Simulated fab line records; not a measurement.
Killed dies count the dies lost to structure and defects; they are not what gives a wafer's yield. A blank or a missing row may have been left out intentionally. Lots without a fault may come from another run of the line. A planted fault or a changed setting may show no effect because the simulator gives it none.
A struck lot beside a sound one + flow berkeley-cmos170 + 14 steps out of a route of 331
Sound: these wafers, L557.2, L557.5, L557.6. The struck wafers were L563.1, L563.3, L563.5. The cause is given at the end.
Per side, at each step with rows, come the tool, then ch with its chambers, and then its first start. Under that, the readings that differ: sound wafers + struck wafers + difference of the means + sigmas: that difference in standard deviations of wafers without a fault.
alike: readings with means less than 2 such deviations apart, plus words and numbers identical on both sides. not compared: withheld readings, readings lacking a value on some wafer, bounds such as >300 that could conceal the same value, and numbers that have no deviation in the record and whose values overlap.
Wherever a step has rows on one side only, a row that says differs or no value, or a row with sigmas, the two part there. When numbers do not overlap yet have no deviation, they are printed without sigmas and do not part them. A reading that every wafer of one side lacks parts them only if that side has two wafers or more.

UCB170_CONTACT_OVL_MEAS_16:
  sound: overlay-01 at day 8 17:05; struck: overlay-02 at day 9 23:26
| reading          | sound    | struck | difference | sigmas |
|------------------|----------|--------|------------|--------|
| CONTACT_OVL (nm) | -1 -9 -6 | 8 6 6  | +12        | +2     |
UCB170_CONTACT_ETCH_17: etches BARC in N2/H2.
  sound on rie-diel-04 ch 0,1,3, day 8 17:07; struck on rie-diel-02 ch 2,3, day 9 23:28
  alike: drypump-motor-current-A, oes-product-au, rf-fwd-power-W, throttle-valve-pct
UCB170_CONTACT_ETCH_18: etches PSG in CHF3/CF4/Ar, stops on TiSi2, target depth 840 nm, time 195 s.
  sound on rie-diel-04 ch 0,1,3; struck on rie-diel-02 ch 2,3
  alike: drypump-motor-current-A, mfc-ar-sccm, oes-product-au, rf-fwd-power-W, throttle-valve-pct
  not compared: rf-hours-counter-h
UCB170_CONTACT_STRIP_19: strips in O2.
  sound on plasma-asher-04 ch 0,1, day 8 17:16; struck on plasma-asher-03 ch 0,1, day 9 23:38
  alike: drypump-motor-current-A, oes-product-au
  not compared: rf-hours-counter-h
UCB170_CONTACT_CD_MEAS_90: target cd 700 nm.
  sound: cd-sem-02 at day 8 17:23; struck: cd-sem-02 at day 9 23:47
  alike: cd-nm
then, 1 step without rows for these wafers: UCB170_CONTACT_CLEAN_20 (cleans in SPM, time 600 s).
UCB170_M1_SPUTTER_00: material Al, target thk 600 nm, time 80 s.
  sound: pvd-sputter-01 at day 8 17:41; struck: pvd-sputter-01 at day 10 00:05
  alike: throttle-valve-pct
UCB170_M1_RS_MEAS_01: measurement is done with a four-point probe.
  sound: film-metro-03 at day 8 17:46; struck: film-metro-02 at day 10 00:08
  alike: M1_AL_RS
UCB170_M1_THK_MEAS_02: measures by xrf.
  sound: film-metro-03 at day 8 17:53; struck: film-metro-02 at day 10 00:16
  alike: M1_AL_THK
then, 3 steps without rows for these wafers: UCB170_M1_COAT_03; UCB170_M1_COAT_04 (resist thk 900 nm); UCB170_M1_SOFTBAKE_05 (time 60 s).
UCB170_M1_EXPOSE_06: exposes mask METAL1, target cd 700 nm.
  struck on krf-scanner-02, day 10 00:54; sound on krf-scanner-01 ch 0, day 8 18:39
  no value came back on the struck wafers for exposure-dose-mJ-cm2, focus-offset-nm (nm); on the sound wafers exposure-dose-mJ-cm2 reads 21.024 21.017 21.026
  alike: mask
then, 1 step without rows for these wafers: UCB170_M1_PEB_07.

WHERE THEY PART
Earliest at UCB170_CONTACT_OVL_MEAS_16; latest, in this record, at UCB170_M1_EXPOSE_06.

WHY: the cause the simulator had injected
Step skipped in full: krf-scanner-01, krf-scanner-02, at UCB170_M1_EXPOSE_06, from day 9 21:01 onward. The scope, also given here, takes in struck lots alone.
